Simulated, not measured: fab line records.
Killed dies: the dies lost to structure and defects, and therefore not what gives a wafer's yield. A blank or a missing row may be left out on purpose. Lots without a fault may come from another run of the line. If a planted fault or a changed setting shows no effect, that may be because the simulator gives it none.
The tool behind it: which one? | flow berkeley cmos170 | 21 wafers from 7 lots sampled at 3 of the route's 331 steps

WHAT EACH GAUGE READ, for each wafer
UCB170_SDANNEAL_RS_MEAS_03: measures by four-point-probe.
lot  | measured     | on            | NSD_RS (ohm/sq)
L302 | day 8 15:47  | film metro-01 | 37.09 37.22 37.12
L307 | day 9 18:55  | film metro-03 | 37.09 37.17 37.23
L311 | day 10 07:55 | film metro-03 | 36.42 36.38 36.35
L314 | day 10 19:26 | film metro-02 | 37.10 37.18 37.12
L317 | day 11 05:49 | film metro-03 | 37.41 37.46 37.43
L320 | day 11 13:54 | film metro-01 | 37.26 37.30 37.24
L322 | day 12 12:37 | film metro-03 | 37.35 37.31 37.32

WHAT TOOL EACH LOT RAN ON (gives the tool, then ch and the chambers of the sampled wafers, and finally the start)
lot  | UCB170_NSD_IMPLANT_08           | UCB170_NSD_STRIP_09
L302 | implanter-01 ch 0, day 8 14:19  | plasma asher-04 ch 0,1, day 8 14:27
L307 | implanter-01 ch 0, day 9 16:23  | plasma asher-01 ch 0,1, day 9 16:31
L311 | implanter-04 ch 0, day 10 06:11 | plasma asher-01 ch 0,1, day 10 06:20
L314 | implanter-02 ch 0, day 10 17:39 | plasma asher-04 ch 0, day 10 17:46
L317 | implanter-01 ch 0, day 11 04:07 | plasma asher-02 ch 0,1, day 11 04:14
L320 | implanter-02 ch 0, day 11 12:10 | plasma asher-01 ch 0,1, day 11 12:19
L322 | implanter-01 ch 0, day 12 11:10 | plasma asher-02 ch 0,1, day 12 11:19
- UCB170_NSD_IMPLANT_08
- UCB170_NSD_STRIP_09: strips in O2.

THE ANSWER, worked out from the rows above alone
Rule: the usual values come from the lots themselves. Put in order of their means at a reading, lots are off if they are a third of the lots or fewer, leave a main group of 4 or more, and stand apart from it by a gap of 3 or more times the standard deviation of the main group's means; of several such gaps the widest counts. A main group whose means are all the same, to the digits that the tables above print for the reading, isn't used. Also off: a lot with no number at a reading for which 4 or more lots have one. Any other lot the step has rows for is counted as sound.
Off: L311, at UCB170_SDANNEAL_RS_MEAS_03 (NSD_RS). Mean 37.24 ohm/sq and standard deviation 0.11 in the main group.
If a tool, at a process step before that reading, ran all the lots that are off and no sound lot after the first of them, it fits. Gauges at UCB170_SDANNEAL_RS_MEAS_03: tried the same way as those tools. One candidate fits, namely implanter-04 at UCB170_NSD_IMPLANT_08. It ran no sound lot before its first lot that is off in this sample, so the start can't be narrowed down.

WHAT WAS PUT IN BY THE SIMULATOR
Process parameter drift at UCB170_NSD_IMPLANT_08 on implanter-04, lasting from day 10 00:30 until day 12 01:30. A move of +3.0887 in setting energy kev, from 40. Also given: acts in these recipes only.
Shown lots that were struck: L311. The rule given above showed the same thing.
